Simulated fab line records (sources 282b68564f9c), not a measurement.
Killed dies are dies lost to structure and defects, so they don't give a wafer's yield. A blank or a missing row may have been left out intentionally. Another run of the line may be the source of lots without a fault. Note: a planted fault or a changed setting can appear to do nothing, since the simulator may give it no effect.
fab line records    flow ritCmos
[record] lots = 5  wafers = 23
route steps=202 shown M1@184
startH: start of the lot's first displayed wafer, in hours after the record's first day    waitH: hours from the lot's prior step to this one    " the same as in the row above    L1.1+2: a row that stands for several wafers    - value missing, or start not given    * or withheld: withheld    < > ~ a bound
route shown NAME@n: NAME is a module with steps in the file, n the number in the route of the first one    usual: mean and standard deviation over wafers with no fault    same: alike in all rows    chamber/n: place in a boat    sites: each site's reading    _std_site: how widely they spread, as a standard deviation    _edge_site: the outer-site mean with the inner-site mean subtracted    radiusMm: how far each site lies from the wafer's centre    mask NAME#n: copy n    behind: tool/chamber where the wafer was last shaped    hold: what put the lot on hold/how long, in hours/how the hold closed    device: whichever transistor did not switch (one of n, p or np)    end of line: tests of these same wafers at the route's end    a step without rows: its recipe alone    killed: the dies lost at the first sort to structure and to defects; this is not the yield of the wafer    map: a wafer's dies, marking killed ones x, the rest . and places with no die _
set.NAME: the setting the step ran with; set.NAME@STEP: the setting that earlier step ran with    model.NAME: the simulator's own value behind a step, which no gauge read
lots with deliberately changed settings; one table per step, one row per wafer
[[steps]]
[step RIT_M1_SPUTTER_00]
[recipe] material = Al  targetThkNm = 400  powerW = 2000  chamberPressurePa = 0.4  gas = Ar  timeS = 500  substrateTempC = 25
lot.wafer  tool           chamber  startH  waitH  set.powerW  model.Al_of_M1_SPUTTER_00.thkNm
L074.2     pvdSputter-04  -        55.49   0.0    2000        396.2
L074.4     "              -        "       "      2000        398.9
L074.5     "              -        "       "      2000        396.5
L078.1     pvdSputter-04  -        78.27   0.0    2161        429.5
L078.3     "              -        "       "      2161        430.8
L078.4     "              -        "       "      2000        395.6
L078.5     "              -        "       "      2000        397.4
L078.6     "              -        "       "      2000        394.5
L080.1     pvdSputter-04  -        87.25   0.0    2000        402.5
L080.2     "              -        "       "      2000        402.1
L080.3     "              -        "       "      2000        404.6
L080.4     "              -        "       "      2000        405.9
L080.6     "              -        "       "      2000        401.6
L082.1     pvdSputter-04  -        99.02   0.0    2000        401.3
L082.2     "              -        "       "      2000        399
L082.3     "              -        "       "      2000        399.8
L082.4     "              -        "       "      1805        362
L082.5     "              -        "       "      1805        360.9
L083.2     pvdSputter-01  -        103.49  0.0    2000        405.8
L083.3     "              -        "       "      2000        402.8
L083.4     "              -        "       "      2000        402.3
L083.5     "              -        "       "      2000        407.2
L083.6     "              -        "       "      2000        400.9
[step RIT_M1_RS_MEAS_01]
[recipe] thkMeasGauge = four-point-probe  reads = Al_of_M1_SPUTTER_00
[usual] M1_AL_RS = 0.0732/0.00072
lot.wafer  tool          chamber  startH  waitH  set.powerW@M1_SPUTTER_00  M1_AL_RS[ohm/sq]
L074.2     filmMetro-03  -        55.80   0.2    2000                      0.0740
L074.4     "             -        "       "      2000                      0.0737
L074.5     "             -        "       "      2000                      0.0741
L078.1     filmMetro-01  -        78.57   0.1    2161                      0.0683
L078.3     "             -        "       "      2161                      0.0680
L078.4     "             -        "       "      2000                      0.0742
L078.5     "             -        "       "      2000                      0.0738
L078.6     "             -        "       "      2000                      0.0744
L080.1     filmMetro-01  -        87.54   0.1    2000                      0.0729
L080.2     "             -        "       "      2000                      0.0729
L080.3     "             -        "       "      2000                      0.0726
L080.4     "             -        "       "      2000                      0.0725
L080.6     "             -        "       "      2000                      0.0731
L082.1     filmMetro-01  -        99.31   0.1    2000                      0.0731
L082.2     "             -        "       "      2000                      0.0734
L082.3     "             -        "       "      2000                      0.0733
L082.4     "             -        "       "      1805                      0.0812
L082.5     "             -        "       "      1805                      0.0814
L083.2     filmMetro-02  -        103.80  0.2    2000                      0.0725
L083.3     "             -        "       "      2000                      0.0731
L083.4     "             -        "       "      2000                      0.0731
L083.5     "             -        "       "      2000                      0.0723
L083.6     "             -        "       "      2000                      0.0733
[step RIT_M1_THK_MEAS_02]
[recipe] thkMeasGauge = xrf  reads = Al_of_M1_SPUTTER_00
[usual] M1_AL_THK = 396/3.8
lot.wafer  tool          chamber  startH  waitH  set.powerW@M1_SPUTTER_00  M1_AL_THK[nm]
L074.2     filmMetro-03  -        55.91   0.1    2000                      391
L074.4     "             -        "       "      2000                      395
L074.5     "             -        "       "      2000                      392
L078.1     filmMetro-01  -        78.69   0.1    2161                      425
L078.3     "             -        "       "      2161                      427
L078.4     "             -        "       "      2000                      393
L078.5     "             -        "       "      2000                      393
L078.6     "             -        "       "      2000                      389
L080.1     filmMetro-01  -        87.66   0.1    2000                      397
L080.2     "             -        "       "      2000                      398
L080.3     "             -        "       "      2000                      403
L080.4     "             -        "       "      2000                      400
L080.6     "             -        "       "      2000                      399
L082.1     filmMetro-01  -        99.43   0.1    2000                      394
L082.2     "             -        "       "      2000                      393
L082.3     "             -        "       "      2000                      395
L082.4     "             -        "       "      1805                      358
L082.5     "             -        "       "      1805                      357
L083.2     filmMetro-02  -        103.91  0.1    2000                      402
L083.3     "             -        "       "      2000                      398
L083.4     "             -        "       "      2000                      395
L083.5     "             -        "       "      2000                      402
L083.6     "             -        "       "      2000                      394
[step RIT_M1_SOFTBAKE_05]
[recipe] resist = NOVOLAK  tempC = 90  timeS = 60
lot.wafer       tool           chamber  startH  waitH  set.timeS
L074.2+4+5      lithoTrack-01  0        56.29   0.1    60
L078.1+3+6      lithoTrack-01  0        79.05   0.1    60
L078.4+5        "              0        "       "      52.33
L080.1+2+6      lithoTrack-01  0        88.02   0.1    63.2
L080.3+4        "              0        "       "      60
L082.1+2+3+4+5  lithoTrack-02  0        99.79   0.1    60
L083.2+3        lithoTrack-03  0        104.29  0.1    60
L083.4+5+6      "              0        "       "      53.21
[step RIT_M1_EXPOSE_06]
[recipe] maskId = M12  na = 0.6  sourceShape = conventional  sigmaOuter = 0.5  targetCdNm = 2600  doseMj = 250
[step RIT_M1_PEB_07]
[recipe] resist = NOVOLAK  tempC = withheld  timeS = withheld
[step RIT_M1_HARDBAKE_11]
[recipe] resist = NOVOLAK  tempC = 140  timeS = 120
[step RIT_M1_METAL_ETCH_12]
[recipe] stopOn = SiO2  chemistry = Cl2/BCl3  target = Al  timeS = 165  overEtchFrac = 0.5  pressureMtorr = 100  targetDepthA = 6000  rfW = 250  Cl2_flow_sccm = 60  bcl3FlowSccm = 50
[usual] oesProductAu = 0.773/0.014
lot.wafer  tool         chamber  startH  waitH  set.powerW@M1_SPUTTER_00  oesProductAu
L074.2     rieMetal-01  0        57.25   0.2    2000                      0.752
L074.4     "            1        "       "      2000                      0.772
L074.5     "            1        "       "      2000                      0.775
L078.1     rieMetal-03  0        80.16   0.2    2161                      0.806
L078.3     "            1        "       "      2161                      0.801
L078.4     "            0        "       "      2000                      0.776
L078.5     "            0        "       "      2000                      0.775
L078.6     "            1        "       "      2000                      0.757
L080.1     rieMetal-04  1        89.01   0.2    2000                      0.792
L080.2     "            0        "       "      2000                      0.776
L080.3     "            0        "       "      2000                      0.798
L080.4     "            1        "       "      2000                      0.795
L080.6     "            1        "       "      2000                      0.793
L082.1     rieMetal-01  1        100.90  0.2    2000                      0.776
L082.2     "            0        "       "      2000                      0.752
L082.3     "            1        "       "      2000                      0.776
L082.4     "            0        "       "      1805                      0.716
L082.5     "            0        "       "      1805                      0.706
L083.2     rieMetal-04  0        105.37  0.2    2000                      0.783
L083.3     "            1        "       "      2000                      0.801
L083.4     "            0        "       "      2000                      0.779
L083.5     "            1        "       "      2000                      0.797
L083.6     "            0        "       "      2000                      0.785
[step RIT_M1_ANNEAL_15]
[recipe] tempC = 450  timeS = 1800  ambient = forming_gas_H2N2
lot.wafer       tool        chamber  startH  waitH  set.timeS
L074.2+4+5      furnace-02  0        57.88   0.1    1800
L078.1+3+4+5+6  -           -        -       0.1    2043
L080.1+2+3+4+6  -           -        -       0.1    1699
L082.1+2+3+4+5  -           -        -       0.1    1641
L083.2+3+4+5+6  -           -        -       0.1    1800
[step RIT_M1_PROBE_99]
[usual] killedAtContacts = 0.1/0.32  killedAtFrontEnd = 7/3  killedDies = 6.8/3  killedOpen = 3.5/2.1  killedShort = 3.3/1.9
[same] grossDies = 264  killed_at_M0_to_M3 = 0  killed_at_M4_up = 0  killedAtBackSide = 0  killedAtOther = 0
lot.wafer  tool       chamber  startH  waitH  set.developTimeS@GATE_DEVELOP_15  set.timeS@M1_ANNEAL_15  killedAtContacts  killedAtFrontEnd  killedDies  killedOpen  killedShort  model.etest.pmos_0p3.rOnOhmUm  model.etest.pmosTurned.rOnOhmUm  model.etest.pmos_0p15.rOnOhmUm  model.etest.pplusSal.widthNm  model.etest.nmos_0p15.rOnOhmUm
L074.2     prober-01  -        59.55   0.1    50                                1800                    0                 6                 6           5           1            6317                           3482                             2799                            3446                          1127
L074.4     prober-01  -        59.65   0.2    50                                1800                    0                 6                 6           5           1            6219                           3428                             2759                            3447                          1115
L074.5     prober-01  -        59.70   0.2    50                                1800                    0                 8                 8           1           7            6201                           3476                             2751                            3455                          1090
L078.1     prober-02  -        82.59   0.1    45.96                             2043                    0                 8                 8           2           4            6440                           3613                             2946                            3347                          1200
L078.3     prober-02  -        82.69   0.2    50                                2043                    0                 7                 7           4           3            6105                           3227                             2635                            3339                          1101
L078.4     prober-02  -        82.74   0.2    50                                2043                    1                 5                 6           2           4            6178                           3320                             2656                            3373                          1108
L078.5     prober-02  -        82.79   0.2    45.96                             2043                    0                 5                 5           0           4            6390                           3575                             2950                            3330                          1174
L078.6     prober-02  -        82.84   0.2    50                                2043                    0                 9                 9           5           4            5915                           3207                             2583                            3358                          1089
L080.1     prober-02  -        91.26   0.1    54.41                             1699                    0                 9                 9           3           3            5803                           3051                             2354                            3454                          1008
L080.2     prober-02  -        91.31   0.1    50                                1699                    0                 7                 7           4           3            6218                           3479                             2739                            3463                          1156
L080.3     prober-02  -        91.36   0.2    54.41                             1699                    0                 6                 6           1           2            5800                           3027                             2356                            3448                          1028
L080.4     prober-02  -        91.41   0.2    50                                1699                    0                 7                 7           6           1            6182                           3427                             2729                            3431                          1108
L080.6     prober-02  -        91.51   0.2    54.41                             1699                    0                 9                 9           3           5            5827                           3094                             2392                            3442                          1007
L082.1     prober-02  -        103.33  0.1    50                                1641                    0                 5                 5           0           5            6272                           3448                             2813                            3500                          1179
L082.2     prober-02  -        103.38  0.1    46.19                             1641                    0                 6                 6           1           4            6595                           3790                             3096                            3470                          1262
L082.3     prober-02  -        103.43  0.2    46.19                             1641                    0                 9                 9           3           5            6587                           3893                             3169                            3484                          1284
L082.4     prober-02  -        103.48  0.2    50                                1641                    0                 4                 4           4           0            6233                           3479                             2800                            3493                          1154
L082.5     prober-02  -        103.53  0.2    46.19                             1641                    0                 10                10          4           3            6695                           3828                             3149                            3469                          1270
L083.2     prober-01  -        107.68  0.1    50                                1800                    0                 16                16          8           8            5990                           3247                             2628                            3437                          1116
L083.3     prober-01  -        107.73  0.2    43.11                             1800                    0                 80                80          3           3            -                              -                                -                               -                             -
L083.4     prober-01  -        107.78  0.2    43.11                             1800                    0                 103               103         2           3            -                              -                                -                               -                             -
L083.5     prober-01  -        107.83  0.2    50                                1800                    0                 11                11          7           4            6055                           3248                             2628                            3428                          1084
L083.6     prober-01  -        107.88  0.2    50                                1800                    0                 7                 7           3           4            5971                           3279                             2659                            3436                          1135
// killed by level:class
L074.2 SPACER:geometricParticle:open=2 FOX1:geometricParticle:open=1 FOX2:geometricParticle:short=1 REOX:geometricParticle:open=1 SILICIDE:geometricParticle:open=1
L074.4 FOX1:geometricParticle:open=2 REOX:geometricParticle:open=2 FOX1:geometricParticle:short=1 SPACER:geometricParticle:open=1
L074.5 REOX:geometricParticle:short=4 FOX1:geometricParticle:short=1 FOX1:geometricParticle:open=1 SPACER:geometricParticle:short=1 SILICIDE:geometricParticle:short=1
L078.1 FOX2:geometricParticle:short=2 GATE:areaDevelop=2 FOX1:geometricParticle:short=1 GATE:geometricParticle:short=1 SPACER:geometricParticle:open=1 SILICIDE:geometricParticle:open=1
L078.3 SPACER:geometricParticle:open=2 FOX1:geometricParticle:open=1 GATE:geometricParticle:short=1 GATE:geometricParticle:open=1 SILICIDE:geometricParticle:short=1 SPACER:geometricParticle:short=1
L078.4 FOX2:geometricParticle:short=2 GATE:geometricParticle:short=1 SPACER:geometricParticle:open=1 SILICIDE:geometricParticle:short=1 CONTACT:geometricParticle:open=1
L078.5 FOX1:geometricParticle:short=1 FOX2:geometricParticle:short=1 REOX:geometricParticle:short=1 SILICIDE:geometricParticle:short=1 GATE:areaDevelop=1
L078.6 FOX1:geometricParticle:open=1 FOX2:geometricParticle:short=1 FOX2:geometricParticle:open=1 GATE:geometricParticle:open=1 REOX:geometricParticle:short=1 SPACER:geometricParticle:short=1 SPACER:geometricParticle:open=1 SILICIDE:geometricParticle:short=1
L080.1 GATE:areaDevelop=3 SPACER:geometricParticle:open=2 SPACER:geometricParticle:short=2 FOX1:geometricParticle:short=1 SILICIDE:geometricParticle:open=1
L080.2 GATE:geometricParticle:short=3 FOX1:geometricParticle:open=2 SPACER:geometricParticle:open=1 SILICIDE:geometricParticle:open=1
L080.3 GATE:areaDevelop=3 FOX2:geometricParticle:short=1 GATE:geometricParticle:open=1 GATE:geometricParticle:short=1
L080.4 GATE:geometricParticle:open=3 SPACER:geometricParticle:open=3 GATE:geometricParticle:short=1
L080.6 FOX1:geometricParticle:open=2 GATE:geometricParticle:short=2 SILICIDE:geometricParticle:short=2 FOX1:geometricParticle:short=1 SILICIDE:geometricParticle:open=1 GATE:areaDevelop=1
L082.1 GATE:geometricParticle:short=3 FOX1:geometricParticle:short=2
L082.2 GATE:geometricParticle:short=2 FOX1:geometricParticle:short=1 FOX2:geometricParticle:short=1 GATE:geometricParticle:open=1 GATE:areaDevelop=1
L082.3 GATE:geometricParticle:short=5 REOX:geometricParticle:open=2 GATE:geometricParticle:open=1 GATE:areaDevelop=1
L082.4 REOX:geometricParticle:open=2 GATE:geometricParticle:open=1 SPACER:geometricParticle:open=1
L082.5 GATE:areaDevelop=3 SILICIDE:geometricParticle:short=2 FOX1:geometricParticle:open=1 GATE:geometricParticle:open=1 REOX:geometricParticle:short=1 SILICIDE:geometricParticle:open=1 STARTING-WAFER:geometricParticle:open=1
L083.2 FOX1:geometricParticle:open=3 REOX:geometricParticle:open=3 GATE:geometricParticle:short=2 SILICIDE:geometricParticle:short=2 FOX1:geometricParticle:short=1 FOX2:geometricParticle:open=1 FOX2:geometricParticle:short=1 GATE:geometricParticle:open=1
L083.3 GATE:areaDevelop=74 GATE:geometricParticle:open=3 FOX1:geometricParticle:short=2 REOX:geometricParticle:short=1
L083.4 GATE:areaDevelop=98 FOX1:geometricParticle:short=1 GATE:geometricParticle:open=1 GATE:geometricParticle:short=1 REOX:geometricParticle:open=1 SPACER:geometricParticle:short=1
L083.5 GATE:geometricParticle:open=3 FOX1:geometricParticle:open=2 SPACER:geometricParticle:open=2 FOX2:geometricParticle:short=1 REOX:geometricParticle:short=1 SPACER:geometricParticle:short=1 SILICIDE:geometricParticle:short=1
L083.6 FOX2:geometricParticle:short=3 FOX1:geometricParticle:open=1 FOX2:geometricParticle:open=1 GATE:geometricParticle:open=1 GATE:geometricParticle:short=1
[[key]]
[split] step = RIT_M1_SPUTTER_00  setting = powerW  stated = 2000  by = wafer
[response] step = RIT_M1_SPUTTER_00  reading = model.Al_of_M1_SPUTTER_00.thkNm  change = +4.08  per = 1%  r = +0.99
[response] step = RIT_M1_RS_MEAS_01  reading = M1_AL_RS  change = -0.000797  per = 1%  r = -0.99
[response] step = RIT_M1_THK_MEAS_02  reading = M1_AL_THK  change = +3.93  per = 1%  r = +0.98
[response] step = RIT_M1_METAL_ETCH_12  reading = oesProductAu  change = +0.0052  per = 1%  r = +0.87
[split] step = RIT_M1_SOFTBAKE_05  setting = timeS  stated = 60  by = wafer
response none clear
[split] step = RIT_M1_ANNEAL_15  setting = timeS  stated = 1800  by = lot
[response] step = RIT_M1_PROBE_99  reading = model.etest.pplusSal.widthNm  change = -5.67  per = 1%  r = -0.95
split outsideThisFile step=RIT_GATE_DEVELOP_15 setting=developTimeS
// split outsideThisFile: this setting was split too, and the file shows its column; the key of that split is in another file
